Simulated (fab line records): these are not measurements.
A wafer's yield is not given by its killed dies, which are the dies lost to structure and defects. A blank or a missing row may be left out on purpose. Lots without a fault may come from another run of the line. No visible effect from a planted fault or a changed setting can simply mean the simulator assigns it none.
Chamber matching || flow ritCmos || RIT_CONTACT_CVD_00 on pecvd-03 has 3 sister chambers
The step deposits SiO2 from TEOS, target thk 400 nm, time 61 s. 3 wafers are shown with their chamber, then 7 later ones without.

## WAFERS WITH THEIR CHAMBER
{"wafer": "L077.4", "chamber": 1, "heaterPowerW (W)": 298}
{"wafer": "L086.1", "chamber": 2, "heaterPowerW (W)": 288}
{"wafer": "L086.4", "chamber": 0, "heaterPowerW (W)": 312}

## WAFERS WHOSE CHAMBER IS MISSING
{"wafer": "L086.6", "heaterPowerW (W)": 299}
{"wafer": "L089.2", "heaterPowerW (W)": 273}
{"wafer": "L089.3", "heaterPowerW (W)": 280}
{"wafer": "L089.4", "heaterPowerW (W)": 251}
{"wafer": "L092.2", "heaterPowerW (W)": 321}
{"wafer": "L092.4", "heaterPowerW (W)": 329}
{"wafer": "L092.5", "heaterPowerW (W)": 321}

## THE CHAMBER EACH PASSED THROUGH
{"wafer": "L086.6", "from the rows above": "can't be placed: 1 or 2 or 0", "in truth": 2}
{"wafer": "L089.2", "from the rows above": "can't be placed: 2 or 1 or 0", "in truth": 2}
{"wafer": "L089.3", "from the rows above": "can't be placed: 2 or 1 or 0", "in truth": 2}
{"wafer": "L089.4", "from the rows above": "can't be placed: 2 or 1 or 0", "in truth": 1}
{"wafer": "L092.2", "from the rows above": "can't be placed: 0 or 1 or 2", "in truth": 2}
{"wafer": "L092.4", "from the rows above": "can't be placed: 0 or 1 or 2", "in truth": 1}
{"wafer": "L092.5", "from the rows above": "can't be placed: 0 or 1 or 2", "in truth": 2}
0 of 7 placed correctly. Unplaceable from these rows: 7, with the true chamber sitting among the candidates in 7. Placed wrongly: 0.
How it was worked out, from the rows above alone: a wafer's distance from a chamber is the root of the sum, over the readings, of the square of ((its reading less the chamber's mean) divided by the reading's scatter). If the next closest chamber is less than 2 further off than the closest, the wafer can't be placed; otherwise it belongs to the closest. For every chamber, the mean is computed from those of its wafers that are shown. The scatter: root of mean squared gap, hidden wafer to nearest shown wafer, with one shown wafer a chamber.
